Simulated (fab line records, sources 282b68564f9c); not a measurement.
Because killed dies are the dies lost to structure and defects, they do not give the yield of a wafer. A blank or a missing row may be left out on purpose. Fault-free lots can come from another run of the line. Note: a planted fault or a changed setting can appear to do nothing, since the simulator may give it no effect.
The tool behind it: which one? | flow rit cmos | 15 lots with 45 wafers sampled at 2 steps, on a route of 202 steps

## WHAT EACH GAUGE READ, for each wafer
The record lacks any reading of a measuring or inspecting step that a usual standard deviation could be used to judge.

## WHICH TOOL RAN EACH LOT (tool, then ch and the chambers of the sampled wafers, then the start)
lot  | RIT_M1_COAT_04                   | RIT_M1_PROBE_99
L343 | litho track-03 ch 0, day 4 02:01 | prober-02, day 4 05:52
L344 | litho track-01 ch 0, day 4 05:03 | prober-02, day 4 08:28
L345 | litho track-03 ch 0, day 4 08:55 | prober-01, day 4 12:27
L347 | litho track-04 ch 0, day 4 13:55 | prober-01, day 4 17:30
L348 | litho track-01 ch 0, day 4 21:28 | prober-02, day 5 01:00
L351 | litho track-01 ch 0, day 5 12:11 | prober-01, day 5 15:44
L352 | litho track-03 ch 0, day 5 17:12 | prober-02, day 5 20:51
L354 | litho track-01 ch 0, day 5 23:24 | prober-02, day 6 03:29
L357 | litho track-01 ch 0, day 6 18:31 | prober-01, day 6 22:07
L358 | litho track-01 ch 0, day 6 21:19 | prober-02, day 7 01:05
L359 | litho track-01 ch 0, day 7 00:07 | prober-01, day 7 03:30
L360 | litho track-01 ch 0, day 7 05:45 | prober-02, day 7 09:11
L361 | litho track-04 ch 0, day 7 09:52 | prober-01, day 7 13:26
L363 | litho track-04 ch 0, day 7 19:50 | prober-01, day 7 23:16
L364 | litho track-03 ch 0, day 8 00:43 | prober-02, day 8 04:14
- RIT_M1_COAT_04: resist thk 1300 nm.
- RIT_M1_PROBE_99

## AS READ BY THE TOOLS THEMSELVES (means over the sampled wafers that have a number; for cases with no such wafer, the mark the record gives instead)
RIT_M1_COAT_04. Usual: 1999.7 rpm for spin speed rpm, sd 1.4.
lot  | tool           | spin speed rpm (rpm) | flag
L343 | litho track-03 | 1998.0               |
L344 | litho track-01 | 1999.4               |
L345 | litho track-03 | 1999.0               |
L347 | litho track-04 | 1999.9               |
L348 | litho track-01 | 2002.3               |
L351 | litho track-01 | 1999.7               |
L352 | litho track-03 | 2000.2               |
L354 | litho track-01 | 1999.3               |
L357 | litho track-01 | 2000.0               |
L358 | litho track-01 | 1923.7               | OFF
L359 | litho track-01 | 1919.9               | OFF
L360 | litho track-01 | 1922.0               | OFF
L361 | litho track-04 | 1999.6               |
L363 | litho track-04 | 1998.9               |
L364 | litho track-03 | 2000.0               |

RIT_M1_PROBE_99. Usual: defect limited yield 97.4 %, standard deviation 1.2; killed_at_M0_to_M3 0.0, standard deviation 0.16; killed at contacts 0.1, standard deviation 0.24; killed at front end 7, standard deviation 3.2; killed dies 7, standard deviation 3.2; killed open 3.4, standard deviation 2; killed short 3.5, standard deviation 2.2; sort_bin_3_pad_short 0.1 %, standard deviation 0.21; sort_bin_5_function 1.6 %, standard deviation 0.79; sort_bin_6_memory 0.9 %, standard deviation 0.72; sort n pass 257, standard deviation 3.2; sort yield pct 97.4 %, standard deviation 1.2.
lot  | tool      | defect limited yield (%) | killed_at_M0_to_M3 | killed at contacts | killed at front end | killed dies | killed open | killed short | sort_bin_3_pad_short (%) | sort_bin_5_function (%) | sort_bin_6_memory (%) | sort n pass | sort yield pct (%) | flag
L343 | prober-02 | 96.8                     | 0.0                | 0.0                | 8                   | 8           | 2.7         | 5.7          | 0.4                      | 2.4                     | 0.4                   | 256         | 96.8               |
L344 | prober-02 | 97.5                     | 0.0                | 0.0                | 7                   | 7           | 3.7         | 3.0          | 0.0                      | 1.8                     | 0.8                   | 257         | 97.5               |
L345 | prober-01 | 98.7                     | 0.0                | 0.0                | 3                   | 3           | 2.7         | 0.7          | 0.1                      | 0.9                     | 0.3                   | 261         | 98.7               |
L347 | prober-01 | 98.1                     | 0.0                | 0.3                | 5                   | 5           | 2.7         | 2.3          | 0.0                      | 1.3                     | 0.6                   | 259         | 98.1               |
L348 | prober-02 | 96.2                     | 0.0                | 0.0                | 10                  | 10          | 4.0         | 6.0          | 0.1                      | 2.4                     | 1.2                   | 254         | 96.2               |
L351 | prober-01 | 97.5                     | 0.0                | 0.0                | 7                   | 7           | 3.3         | 3.3          | 0.1                      | 1.1                     | 1.2                   | 257         | 97.5               |
L352 | prober-02 | 98.1                     | 0.0                | 0.0                | 5                   | 5           | 2.7         | 2.3          | 0.1                      | 1.1                     | 0.6                   | 259         | 98.1               |
L354 | prober-02 | 97.8                     | 0.0                | 0.0                | 6                   | 6           | 3.7         | 2.0          | 0.1                      | 1.4                     | 0.6                   | 258         | 97.8               |
L357 | prober-01 | 97.7                     | 0.0                | 0.0                | 6                   | 6           | 2.7         | 3.3          | 0.1                      | 1.9                     | 0.3                   | 258         | 97.7               |
L358 | prober-02 | 96.3                     | 0.3                | 0.0                | 9                   | 10          | 4.3         | 5.3          | 0.0                      | 2.3                     | 1.4                   | 254         | 96.3               |
L359 | prober-01 | 96.7                     | 0.0                | 0.0                | 9                   | 9           | 5.7         | 3.0          | 0.3                      | 2.3                     | 0.8                   | 255         | 96.7               |
L360 | prober-02 | 97.5                     | 0.0                | 0.0                | 7                   | 7           | 3.7         | 3.0          | 0.3                      | 1.4                     | 0.9                   | 257         | 97.5               |
L361 | prober-01 | 98.7                     | 0.0                | 0.0                | 3                   | 3           | 1.7         | 1.7          | 0.0                      | 0.6                     | 0.7                   | 261         | 98.7               |
L363 | prober-01 | 97.1                     | 0.0                | 0.3                | 7                   | 8           | 4.0         | 3.7          | 0.0                      | 2.0                     | 0.9                   | 256         | 97.1               |
L364 | prober-02 | 98.6                     | 0.0                | 0.0                | 4                   | 4           | 2.3         | 1.3          | 0.0                      | 0.9                     | 0.5                   | 260         | 98.6               |

## THE ANSWER, worked out from the rows above alone
Rule: a lot counts as off when the mean over its wafers that have a number is more than 3 standard deviations away from the usual mean. A lot without any number at a reading at which 4 lots or more have one is off too. The other lots that the step has rows for count as sound. First the gauges in route order, then the tools' own readings, where a lot's mean is used as printed above. At the first step where some lot is off, the reading lying furthest off is the one used; lots without a number count as furthest.
Off: L358, L359, L360, at RIT_M1_COAT_04 (spin speed rpm).
A tool fits if, at that step or a process step before it, it ran every lot that is off, and no sound lot after the first of them. One fits: litho track-01 at RIT_M1_COAT_04. A fault onset in the window from L357 (day 6 18:31, its last sound lot) to L358 (day 6 21:19, its first lot off) fits.
On the lots that are off, the tool's own readings at RIT_M1_COAT_04 differ by more than 5 times the standard deviation of the sound lots' means, which bears it out; spin speed rpm reads 1921.9 rpm there versus 1999.7 rpm on the sound lots.

## WHAT WAS PUT IN BY THE SIMULATOR
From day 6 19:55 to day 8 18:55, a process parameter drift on litho track-01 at RIT_M1_COAT_04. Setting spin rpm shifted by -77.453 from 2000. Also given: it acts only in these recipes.
Struck lots among those shown: L358, L359, L360. The rule above reached the same finding.
